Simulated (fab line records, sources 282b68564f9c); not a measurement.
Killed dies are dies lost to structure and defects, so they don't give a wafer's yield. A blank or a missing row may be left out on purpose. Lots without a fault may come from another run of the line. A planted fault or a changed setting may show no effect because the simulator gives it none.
Problem report in the 8D (eight disciplines) form, filled by code | flow rit_cmos | the parts of the form that need people (team, actions taken, sign-off) are left out

1. THE PROBLEM
killed_at_contacts at RIT_M1_PROBE_99 reads a mean of 21.3 on 3 wafers of 1 lot; wafers without a fault read 0.0 with a standard deviation of 0.18. That is +99 or more standard deviations from the usual mean.
First seen on wafer L757.1, day 5 12:40, on prober-02. The record holds 6 wafers of 2 lots with a number at this step. Rule for "out", or "out of limits": more than 4 standard deviations from the usual mean. The other wafers with a number count as sound.

2. WHAT IT IS AND WHAT IT IS NOT
question                    | is                                             | is not
which readings at this step | killed_at_contacts, killed_dies, killed_on_rim | killed_at_M0_to_M3, killed_at_front_end, killed_short
which lots                  | L757                                           | L753
which wafers of those lots  | all that have a number                         | -
read on which tools         | prober-02                                      | -
when                        | from day 5 12:40                               | up to then (3 sound wafers)

3. SUSPECTS, AND WHAT RULES EACH OUT
Counting: a tool at a process step up to the reading stays a suspect if it ran every lot that is out and no sound lot after the first of them.
- wet_bench-03 at RIT_CONTACT_CLEAN_13 (cleans in SC1, time 600 s): kept. It ran the lot that is out, L757 (day 5 07:01), and no sound lot after that; its last sound lot up to then is L753 (day 4 10:11).
- prober-02 at RIT_M1_PROBE_99: kept. It ran the lot that is out, L757 (day 5 12:40), and no sound lot after that; its last sound lot up to then is L753 (day 4 14:54). Its own readings are out on those wafers: killed_at_contacts, killed_dies, killed_on_rim.
Left after counting: wet_bench-03 at RIT_CONTACT_CLEAN_13, prober-02 at RIT_M1_PROBE_99.

4. THE CAUSE (what the simulator had put in)
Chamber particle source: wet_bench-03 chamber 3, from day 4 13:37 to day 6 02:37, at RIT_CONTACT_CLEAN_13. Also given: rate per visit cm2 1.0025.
Counting left 2 suspects, and this tool is among them.

5. THE CHAIN OF EFFECTS, in route order
Each row: a reading whose mean over the struck wafers that have a number lies more than 3 standard deviations from the usual. Only readings for which the record gives a usual standard deviation are gone through. hours: the time from each lot's start at the first step in this table that gives one to its start at this step, as a median over the lots. sigmas: the change in usual standard deviations.
hours | step            | reading            | usual | on struck wafers | change | sigmas
0     | RIT_M1_PROBE_99 | killed_at_contacts | 0.0   | 21.3             | +21.3  | +99 or more
0     | RIT_M1_PROBE_99 | killed_dies        | 7     | 30               | +23    | +7.5
0     | RIT_M1_PROBE_99 | killed_on_rim      | 1.6   | 12.7             | +11.1  | +8.5
The process steps in it:
- RIT_M1_PROBE_99

6. WHAT WOULD HAVE CAUGHT IT SOONER
In this record the first reading out of limits was taken at day 5 12:40, 23 hours after the fault began at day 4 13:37.
All the lots that are out (1) had begun RIT_CONTACT_CLEAN_13 on wet_bench-03 by day 5 12:40. A hold on the tool at that time would have spared none of them.
